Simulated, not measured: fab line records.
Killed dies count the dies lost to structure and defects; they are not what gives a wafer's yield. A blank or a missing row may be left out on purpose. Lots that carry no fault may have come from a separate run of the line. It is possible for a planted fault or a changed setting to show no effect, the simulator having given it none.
fab line records    flow rit_cmos
[record] lots = 7  wafers = 21  last_day = 8
route steps=202 shown PLDD@122 SPACER@125 NSD@131 M1@202
lots that met no fault: taken from a fault-free run of the same line
start_h: start of the lot's first displayed wafer, in hours after the record's first day    wait_h: time in hours since the lot's previous step    " same as the row above    L1.1+2: a single row standing in for several wafers    - no value, or no start given    * or withheld: withheld    < > ~ a bound
route shown NAME@n: names a module that has steps shown in the file, with the first one's number in the route    usual: mean/standard deviation of fault-free wafers    same: alike in all rows    chamber/n: place in a boat    sites: the reading at each site    _std_site: the values' standard deviation    _edge_site: outer sites' mean less inner sites'    radius_mm: how far each site lies from the wafer's centre    mask NAME#n: copy n    behind: the tool/chamber that last shaped the wafer    hold: cause of the lot's hold/its duration in hours/its outcome    device: which transistor (n, p or np) failed to switch    end of line: tests run on the same wafers once the route is complete    for a step that has no rows: nothing shown but its recipe    killed: dies that structure and defects cost at the first sort, which is not the same as the wafer's yield    map: a wafer's dies, x killed, . not, _ none there
set.NAME: setting as actually run; set.NAME@STEP: the setting as run at that earlier step    model.NAME: the simulator's own value behind a step, which no gauge read
certain route steps with their lots: each step a table, each wafer a row
services: the hour from which a tool's chamber was out of use, counted from the record's first day as start_h (under 0 if before that day), plus the number of hours and why
[[steps]]
[step RIT_PLDD_IMPLANT_08]
[recipe] species = BF2  energy_kev = 20  dose_cm2 = 9e+14  tilt_deg = 7
[step RIT_PLDD_STRIP_09]
[recipe] chemistry = O2  time_s = 180  resist = NOVOLAK  platen_temp_c = withheld  power_w = 500  pressure_mtorr = 4000  o2_flow_sccm = 4000
[usual] drypump_motor_current_A = 5.65/0.29  o2_flow_sccm = 4000/12
lot.wafer  tool             chamber  start_h  wait_h  drypump_motor_current_A  o2_flow_sccm  rf_hours_counter_h
L687.1     plasma_asher-03  0        47.86    0.1     6.00                     4003          26
L687.2     "                1        "        "       5.32                     4004          26
L687.5     "                1        "        "       5.32                     4027          -
L688.1     plasma_asher-03  0        55.00    0.1     6.01                     4006          27
L688.3     "                0        "        "       5.99                     4013          -
L688.5     "                1        "        "       5.32                     3997          -
L697.2     plasma_asher-04  0        100.51   0.1     5.42                     4004          44
L697.4     "                1        "        "       5.67                     3994          -
L697.5     "                1        "        "       5.64                     4000          -
L699.1     plasma_asher-03  1        107.55   0.1     5.32                     4010          32
L699.5     "                0        "        "       6.01                     4000          -
L699.6     "                1        "        "       5.31                     3998          -
L700.1     plasma_asher-04  0        114.43   0.1     5.43                     3993          46
L700.3     "                0        "        "       5.43                     4006          -
L700.4     "                1        "        "       5.63                     3975          -
L705.2     plasma_asher-04  1        139.64   0.1     5.62                     3998          48
L705.3     "                1        "        "       5.64                     3999          -
L705.6     "                1        "        "       5.63                     3976          -
L710.3     plasma_asher-01  1        167.35   0.1     5.55                     4014          -
L710.4     "                0        "        "       6.03                     3982          -
L710.5     "                1        "        "       5.54                     4032          -
[step RIT_PLDD_TW_MEAS_10]
[usual] PLDD_TW = 2348/21
lot.wafer  tool           chamber  start_h  wait_h  PLDD_TW
L687.1     film_metro-02  -        48.04    0.1     2344
L687.2     "              -        "        "       2327
L687.5     "              -        "        "       2324
L688.1     film_metro-01  -        55.17    0.1     2365
L688.3     "              -        "        "       2353
L688.5     "              -        "        "       2359
L697.2     film_metro-01  -        100.69   0.1     2377
L697.4     "              -        "        "       2379
L697.5     "              -        "        "       2369
L699.1     film_metro-02  -        107.72   0.1     2339
L699.5     "              -        "        "       2326
L699.6     "              -        "        "       2337
L700.1     film_metro-01  -        114.61   0.1     2364
L700.3     "              -        "        "       2356
L700.4     "              -        "        "       2374
L705.2     film_metro-01  -        139.82   0.1     2367
L705.3     "              -        "        "       2376
L705.6     "              -        "        "       2367
L710.3     film_metro-01  -        167.48   0.1     2377
L710.4     "              -        "        "       2370
L710.5     "              -        "        "       2378
[step RIT_SPACER_CLEAN_00]
[recipe] chemistry = SC1  mix = 3:3:50  time_s = 600  temp_c = 75
[step RIT_SPACER_CLEAN_01]
[recipe] chemistry = dHF  dilution = 50:1  time_s = 30
[step RIT_SPACER_CLEAN_02]
[recipe] chemistry = SC2  mix = 3:3:50  time_s = 600  temp_c = 75  dry = n2_spin
[step RIT_SPACER_CVD_03]
[recipe] material = Si3N4  target_thk_nm = 250  temp_c = 810  precursor = SiH2Cl2/NH3  time_s = 3300  pressure_mtorr = 300  sih2cl2_flow_sccm = 60  nh3_flow_sccm = 150
[step RIT_SPACER_THK_MEAS_04]
[recipe] reads = Si3N4_of_SPACER_CVD_03
[usual] SPACER_NITRIDE_THK = 250.5/2.5
lot.wafer  tool           chamber  start_h  wait_h  SPACER_NITRIDE_THK[nm]
L687.1     film_metro-04  -        50.51    0.0     253.7
L687.2     "              -        "        "       252.8
L687.5     "              -        "        "       255.0
L688.1     film_metro-01  -        57.53    0.0     248.4
L688.3     "              -        "        "       250.5
L688.5     "              -        "        "       251.3
L697.2     film_metro-03  -        103.05   0.0     254.8
L697.4     "              -        "        "       255.1
L697.5     "              -        "        "       253.7
L699.1     film_metro-01  -        110.31   0.0     248.5
L699.5     "              -        "        "       251.1
L699.6     "              -        "        "       248.4
L700.1     film_metro-03  -        117.00   0.0     252.8
L700.3     "              -        "        "       253.0
L700.4     "              -        "        "       252.0
L705.2     film_metro-04  -        142.16   0.0     250.0
L705.3     "              -        "        "       251.0
L705.6     "              -        "        "       250.6
L710.3     film_metro-04  -        170.12   0.0     247.7
L710.4     "              -        "        "       248.4
L710.5     "              -        "        "       249.7
[step RIT_SPACER_ETCHBACK_05]
[recipe] target_depth_a = 2500  SF6_flow_sccm = 30  CHF3_flow_sccm = 30  target = Si3N4  chemistry = SF6/CHF3  pressure_mtorr = 40  rf_w = 250  time_s = 240  stop_on = SiO2
[usual] drypump_motor_current_A = 6.0/0.49  oes_product_au = 0.842/0.011  throttle_valve_pct = 10.31/0.17
lot.wafer  tool         chamber  start_h  wait_h  drypump_motor_current_A  oes_product_au  rf_hours_counter_h  throttle_valve_pct
L687.1     rie_diel-03  0        50.57    0.1     6.5                      0.848           94                  10.48
L687.2     "            2        "        "       5.4                      0.845           2                   10.62
L687.5     "            2        "        "       5.4                      0.841           -                   10.64
L688.1     rie_diel-01  0        57.59    0.1     5.4                      0.835           0                   10.10
L688.3     "            1        "        "       6.4                      0.851           151                 10.15
L688.5     "            0        "        "       5.4                      0.836           -                   10.12
L697.2     rie_diel-03  1        103.10   0.0     6.2                      0.853           52                  10.33
L697.4     "            1        "        "       6.2                      0.866           -                   10.35
L697.5     "            0        "        "       6.5                      0.841           -                   10.46
L699.1     rie_diel-03  3        110.37   0.1     6.5                      0.843           111                 10.36
L699.5     "            3        "        "       6.5                      0.851           -                   10.36
L699.6     "            2        "        "       5.4                      0.830           -                   10.60
L700.1     rie_diel-04  3        117.06   0.1     5.5                      0.833           60                  10.20
L700.3     "            2        "        "       6.6                      0.860           31                  10.17
L700.4     "            3        "        "       5.5                      0.826           -                   10.21
L705.2     rie_diel-01  3        142.21   0.0     5.4                      0.837           3                   10.16
L705.3     "            0        "        "       5.4                      0.832           -                   10.12
L705.6     "            3        "        "       5.5                      0.829           -                   10.17
L710.3     rie_diel-03  2        170.16   0.0     5.4                      0.826           6                   10.63
L710.4     "            3        "        "       6.4                      0.838           112                 10.38
L710.5     "            3        "        "       6.4                      0.845           -                   10.36
[step RIT_NSD_HMDS_00]
[recipe] prime_time_s = 60  prime_temp_c = 140
[step RIT_NSD_COAT_01]
[recipe] resist = NOVOLAK  spin_rpm = 3250  resist_thk_nm = 1000
[step RIT_NSD_SOFTBAKE_02]
[recipe] resist = NOVOLAK  temp_c = 90  time_s = 60
[step RIT_NSD_EXPOSE_03]
[recipe] mask_id = M9  na = 0.57  target_cd_nm = 40700  dose_mj = 250
[same] na = 0.57
lot.wafer   tool              chamber  start_h  wait_h  mask  model.NSD.overlay_x_nm
L687.1+2+5  iline_stepper-01  0        51.30    0.2     M9#0  0.9587
L688.1+3+5  iline_stepper-02  0        58.32    0.2     M9#0  -0.9595
L697.2+4+5  iline_stepper-01  0        103.85   0.2     M9#0  359.5
L699.1+5+6  iline_stepper-01  0        111.09   0.2     M9#0  361.9
L700.1+3+4  iline_stepper-01  0        117.66   0.1     M9#0  359
L705.2+3+6  iline_stepper-02  0        143.03   0.2     M9#0  -0.5952
L710.3+4+5  iline_stepper-02  0        170.92   0.2     M9#0  -0.3957
[step RIT_NSD_PEB_04]
[recipe] resist = NOVOLAK  temp_c = withheld  time_s = withheld
[step RIT_NSD_DEVELOP_05]
[recipe] resist = NOVOLAK  develop_time_s = 50  dev_temp_c = 23
[step RIT_NSD_OVL_MEAS_06]
[usual] NSD_OVL = -0.5/1.5
lot.wafer  tool        chamber  start_h  wait_h  NSD_OVL[nm]
L687.1     overlay-01  -        51.70    -       1.1
L687.2     "           -        "        "       1.1
L687.5     "           -        "        "       0.2
L688.1     overlay-02  -        58.78    -       -1.2
L688.3     "           -        "        "       -2.6
L688.5     "           -        "        "       -0.4
L697.2     overlay-02  -        104.23   -       357.9
L697.4     "           -        "        "       359.0
L697.5     "           -        "        "       360.2
L699.1     overlay-01  -        111.56   -       361.2
L699.5     "           -        "        "       362.0
L699.6     "           -        "        "       361.7
L700.1     overlay-01  -        118.06   -       358.2
L700.3     "           -        "        "       357.6
L700.4     "           -        "        "       359.3
L705.2     overlay-02  -        143.42   -       -1.7
L705.3     "           -        "        "       -0.6
L705.6     "           -        "        "       -0.8
L710.3     overlay-02  -        171.30   -       -2.2
L710.4     "           -        "        "       -1.2
L710.5     "           -        "        "       -2.3
[step RIT_NSD_HARDBAKE_07]
[recipe] resist = NOVOLAK  temp_c = 140  time_s = 60
[step RIT_M1_PROBE_99]
[usual] killed_at_contacts = 0.1/0.32  killed_at_front_end = 6/3.1  killed_dies = 7/3.2  killed_on_rim = 1.7/1.4  killed_open = 3.1/1.9  killed_short = 3.5/2.2
[same] gross_dies = 264  killed_at_M0_to_M3 = 0  killed_at_M4_up = 0  killed_at_back_side = 0  killed_at_other = 0
lot.wafer  tool       chamber  start_h  wait_h  killed_at_contacts  killed_at_front_end  killed_dies  killed_on_rim  killed_open  killed_short  model.etest.select_edge_diode_n.over_limit
L687.1     prober-01  -        61.62    0.1     1                   5                    6            1              4            2             0
L687.2     prober-01  -        61.67    0.1     0                   13                   13           5              8            5             0
L687.5     prober-01  -        61.82    0.2     0                   4                    4            0              2            2             0
L688.1     prober-02  -        69.25    0.1     0                   10                   10           3              4            6             0
L688.3     prober-02  -        69.35    0.2     0                   6                    6            3              3            3             0
L688.5     prober-02  -        69.45    0.2     0                   5                    5            2              3            2             0
L697.2     prober-01  -        115.29   0.1     0                   4                    4            1              2            2             1
L697.4     prober-01  -        115.39   0.2     0                   8                    8            2              3            5             1
L697.5     prober-01  -        115.44   0.2     0                   7                    7            2              1            6             1
L699.1     prober-02  -        122.02   0.1     0                   3                    3            1              2            1             1
L699.5     prober-02  -        122.22   0.2     0                   13                   13           3              4            9             1
L699.6     prober-02  -        122.27   0.2     1                   6                    7            2              4            3             1
L700.1     prober-01  -        128.00   0.1     0                   10                   10           3              5            5             1
L700.3     prober-01  -        128.10   0.2     0                   5                    5            2              2            3             1
L700.4     prober-01  -        128.15   0.2     0                   5                    5            0              3            2             1
L705.2     prober-02  -        153.40   0.1     0                   5                    5            1              3            2             0
L705.3     prober-02  -        153.45   0.2     0                   6                    6            0              2            4             0
L705.6     prober-02  -        153.60   0.2     0                   2                    2            0              2            0             0
L710.3     prober-02  -        182.31   0.2     0                   5                    5            2              2            3             0
L710.4     prober-02  -        182.36   0.2     0                   12                   12           5              5            7             0
L710.5     prober-02  -        182.41   0.2     0                   4                    4            1              1            2             0
// killed by level:class
L687.1 FOX1:geometric_particle:open=1 GATE:geometric_particle:open=1 REOX:geometric_particle:short=1 SPACER:geometric_particle:open=1 SILICIDE:geometric_particle:open=1 CONTACT:geometric_particle:short=1
L687.2 GATE:geometric_particle:open=6 GATE:geometric_particle:short=3 FOX1:geometric_particle:open=2 FOX1:geometric_particle:short=1 REOX:geometric_particle:short=1
L687.5 FOX1:geometric_particle:short=2 GATE:geometric_particle:open=1 REOX:geometric_particle:open=1
L688.1 FOX1:geometric_particle:short=2 REOX:geometric_particle:short=2 FOX2:geometric_particle:open=1 GATE:geometric_particle:short=1 GATE:geometric_particle:open=1 SPACER:geometric_particle:open=1 SILICIDE:geometric_particle:short=1 SILICIDE:geometric_particle:open=1
L688.3 FOX1:geometric_particle:open=2 SPACER:geometric_particle:short=2 FOX2:geometric_particle:open=1 FOX2:geometric_particle:short=1
L688.5 ACTIVE:geometric_particle:open=1 FOX2:geometric_particle:short=1 GATE:geometric_particle:open=1 SPACER:geometric_particle:short=1 SPACER:geometric_particle:open=1
L697.2 FOX1:geometric_particle:open=2 FOX1:geometric_particle:short=1 SPACER:geometric_particle:short=1
L697.4 REOX:geometric_particle:short=2 SPACER:geometric_particle:open=2 GATE:geometric_particle:short=1 SPACER:geometric_particle:short=1 SILICIDE:geometric_particle:short=1 SILICIDE:geometric_particle:open=1
L697.5 FOX2:geometric_particle:short=2 GATE:geometric_particle:short=1 GATE:geometric_particle:open=1 REOX:geometric_particle:short=1 SPACER:geometric_particle:short=1 SILICIDE:geometric_particle:short=1
L699.1 FOX2:geometric_particle:open=1 GATE:geometric_particle:open=1 GATE:geometric_particle:short=1
L699.5 GATE:geometric_particle:short=4 REOX:geometric_particle:open=3 REOX:geometric_particle:short=2 SPACER:geometric_particle:short=2 FOX2:geometric_particle:short=1 SPACER:geometric_particle:open=1
L699.6 REOX:geometric_particle:open=3 GATE:geometric_particle:open=1 GATE:geometric_particle:short=1 REOX:geometric_particle:short=1 CONTACT:geometric_particle:short=1
L700.1 GATE:geometric_particle:short=3 REOX:geometric_particle:open=2 FOX1:geometric_particle:open=1 GATE:geometric_particle:open=1 SILICIDE:geometric_particle:short=1 SILICIDE:geometric_particle:open=1 STARTING-WAFER:geometric_particle:short=1
L700.3 SILICIDE:geometric_particle:short=3 FOX1:geometric_particle:open=1 GATE:geometric_particle:open=1
L700.4 GATE:geometric_particle:open=2 FOX1:geometric_particle:short=1 FOX2:geometric_particle:short=1 SPACER:geometric_particle:open=1
L705.2 GATE:geometric_particle:open=2 FOX1:geometric_particle:short=1 GATE:geometric_particle:short=1 REOX:geometric_particle:open=1
L705.3 REOX:geometric_particle:short=2 FOX1:geometric_particle:short=1 GATE:geometric_particle:short=1 GATE:geometric_particle:open=1 SPACER:geometric_particle:open=1
L705.6 GATE:geometric_particle:open=2
L710.3 GATE:geometric_particle:open=2 GATE:geometric_particle:short=1 SPACER:geometric_particle:short=1 SILICIDE:geometric_particle:short=1
L710.4 GATE:geometric_particle:open=4 GATE:geometric_particle:short=3 FOX2:geometric_particle:short=2 FOX1:geometric_particle:short=1 REOX:geometric_particle:short=1 SPACER:geometric_particle:open=1
L710.5 SPACER:geometric_particle:short=2 SPACER:geometric_particle:open=1 NLDD:coat_microbubble_printed=1
[[services]]
tool              chamber  start_h  hours  kind
plasma_asher-01   -        43.43    1.2    repair
rie_diel-04       3        46.71    8.7    repair
plasma_asher-04   -        49.04    2.8    pm
rie_diel-01       0        58.46    7.9    repair
iline_stepper-01  -        77.36    6.5    repair
rie_diel-01       0        80.34    5.4    repair
plasma_asher-04   -        85.90    2.0    repair
plasma_asher-04   -        89.52    2.1    repair
iline_stepper-01  0        99.70    -      calibration
rie_diel-03       3        101.35   5.6    repair
rie_diel-03       0        104.54   33.8   repair
iline_stepper-01  -        107.67   1.7    pm
rie_diel-01       0        108.62   3.2    repair
plasma_asher-01   -        108.75   9.0    pm
rie_diel-01       2        111.84   -      clean
rie_diel-03       1        125.62   6.0    repair
rie_diel-03       -        131.92   1.6    repair
rie_diel-01       -        134.00   0.2    repair
rie_diel-03       1        135.44   12.9   repair
rie_diel-01       2        136.38   7.9    repair
rie_diel-03       -        142.66   0.8    repair
iline_stepper-02  -        147.81   1.7    pm
iline_stepper-02  -        167.85   2.1    pm
iline_stepper-02  -        169.93   -      consumable_replace:lamp
[[key]]
[first_sign] step = RIT_NSD_OVL_MEAS_06  reading = NSD_OVL  direction = up  sigmas = 99+  usual = -0.5  struck = 359.7
effect none on later readings
[model_effect] step = RIT_NSD_EXPOSE_03  value = NSD.overlay_x_nm  without = 0.1233  struck = 360.1
[model_effect] step = RIT_M1_PROBE_99  value = etest.select_edge_diode_n.over_limit  without = 0  struck = 1
met_at RIT_NSD_EXPOSE_03
struck_wafers L697.2,L697.4,L697.5,L699.1,L699.5,L699.6,L700.1,L700.3,L700.4
tester_left_out L697,L699,L700
onset_between 51.30 103.85
[fault] kind = scanner_matching_overlay  tool = iline_stepper-01  chamber = -  onset_h = 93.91  steps = RIT_NSD_EXPOSE_03  offset = 360
// tester_left_out: of these lots the tester's yield and bins aren't shown, on N5 and GAA mostly nor the transistor test; their killed dies are dies lost to structure and defects alone, not to doping, threshold or leakage, so they don't give the yield
